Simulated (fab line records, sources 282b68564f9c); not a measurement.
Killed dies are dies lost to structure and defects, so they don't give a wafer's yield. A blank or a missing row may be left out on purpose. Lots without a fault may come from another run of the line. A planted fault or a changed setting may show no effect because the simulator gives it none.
A struck lot beside a sound one | flow rit_cmos | 19 steps out of a route of 202
Sound: wafers L379.1, L379.4, L379.6. Struck: wafers L386.1, L386.2, L386.3. The cause comes at the end.
At each step with rows: each side's tool, then ch and its chambers, then its first start. Under that, the readings that differ: sound wafers | struck wafers | difference of the means | sigmas: that difference in standard deviations of wafers without a fault.
alike: readings whose means differ by less than 2 such deviations, and words and numbers that are the same on both sides. not compared: withheld readings, readings that some wafer has no value for, bounds like >300 that may hide the same value, and numbers for which the record gives no deviation and whose values overlap.
The two part at a step that has a row with sigmas, a row that says differs or no value, or rows on one side only. Numbers that don't overlap but have no deviation are shown without sigmas and don't part them. A reading that every wafer of one side lacks parts them only if that side has two wafers or more.

first, 1 step without rows for these wafers: RIT_CONTACT_HARDBAKE_10 (time 60 s).
RIT_CONTACT_ETCH_11: etches SiO2 in CHF3/CF4/Ar, stops on TiSi2, target depth 480 nm, time 320 s.
  sound on rie_diel-03 ch 1,2, day 4 09:16; struck on rie_diel-01 ch 0,1,3, day 6 00:14
  reading                | sound          | struck         | difference | sigmas
  throttle_valve_pct (%) | 8.73 8.62 8.63 | 8.92 8.93 9.02 | +0.30      | +2
  alike: drypump_motor_current_A, oes_product_au
  not compared: rf_hours_counter_h
RIT_CONTACT_STRIP_12: strips in O2, time 180 s.
  sound on plasma_asher-04 ch 1, day 4 09:28; struck on plasma_asher-04 ch 0,1, day 6 00:26
  alike: drypump_motor_current_A
  not compared: rf_hours_counter_h
RIT_CONTACT_CD_MEAS_90: target cd 1000 nm.
  sound on cd_sem-01, day 4 09:38; struck on cd_sem-01, day 6 00:36
  alike: cd_nm
then, 2 steps without rows for these wafers: RIT_CONTACT_CLEAN_13 (cleans in SC1, time 600 s); RIT_CONTACT_CLEAN_14 (cleans in SC2, time 600 s).
RIT_M1_SPUTTER_00: material Al, target thk 400 nm, time 500 s.
  sound on pvd_sputter-03, day 4 10:07; struck on pvd_sputter-04, day 6 01:04
  alike: throttle_valve_pct
RIT_M1_RS_MEAS_01: measures by four-point-probe.
  sound on film_metro-04, day 4 10:24; struck on film_metro-04, day 6 01:22
  alike: M1_AL_RS
RIT_M1_THK_MEAS_02: measures by xrf.
  sound on film_metro-04, day 4 10:31; struck on film_metro-04, day 6 01:29
  alike: M1_AL_THK
then, 3 steps without rows for these wafers: RIT_M1_HMDS_03 (prime time 60 s); RIT_M1_COAT_04 (resist thk 1300 nm); RIT_M1_SOFTBAKE_05 (time 60 s).
RIT_M1_EXPOSE_06: exposes mask M12, target cd 2600 nm.
  sound on iline_stepper-02 ch 0, day 4 11:16; struck on iline_stepper-02 ch 0, day 6 02:07
  reading                    | sound                | struck            | difference | sigmas
  model.M1.overlay_x_nm (nm) | -1.346 -1.346 -1.346 | 5.267 5.267 5.267 | +6.613     |
  alike: mask
then, 2 steps without rows for these wafers: RIT_M1_PEB_07; RIT_M1_DEVELOP_08 (develop time 68 s).
RIT_M1_CD_MEAS_09: target cd 2600 nm.
  sound on cd_sem-01, day 4 11:44; struck on cd_sem-02, day 6 02:33
  alike: cd_nm
RIT_M1_OVL_MEAS_10:
  sound on overlay-01, day 4 11:52; struck on overlay-01, day 6 02:40
  reading     | sound          | struck      | difference | sigmas
  M1_OVL (nm) | -0.5 -2.2 -2.2 | 4.8 3.9 3.7 | +5.8       | +4
then, 1 step without rows for these wafers: RIT_M1_HARDBAKE_11 (time 120 s).
RIT_M1_PROBE_99:
  sound on prober-02, day 4 14:23; struck on prober-02, day 6 05:15
  alike: defect_limited_yield, killed_at_contacts, killed_at_front_end, killed_dies, killed_on_rim, killed_open, killed_short, sort_bin_3_pad_short, sort_bin_5_function, sort_bin_6_memory, sort_n_pass, sort_yield_pct

WHERE THEY PART
First at RIT_CONTACT_ETCH_11; last, within this record, at RIT_M1_OVL_MEAS_10. Later steps at which nothing parts them and some readings are alike: RIT_M1_PROBE_99.

WHY: what the simulator had put in
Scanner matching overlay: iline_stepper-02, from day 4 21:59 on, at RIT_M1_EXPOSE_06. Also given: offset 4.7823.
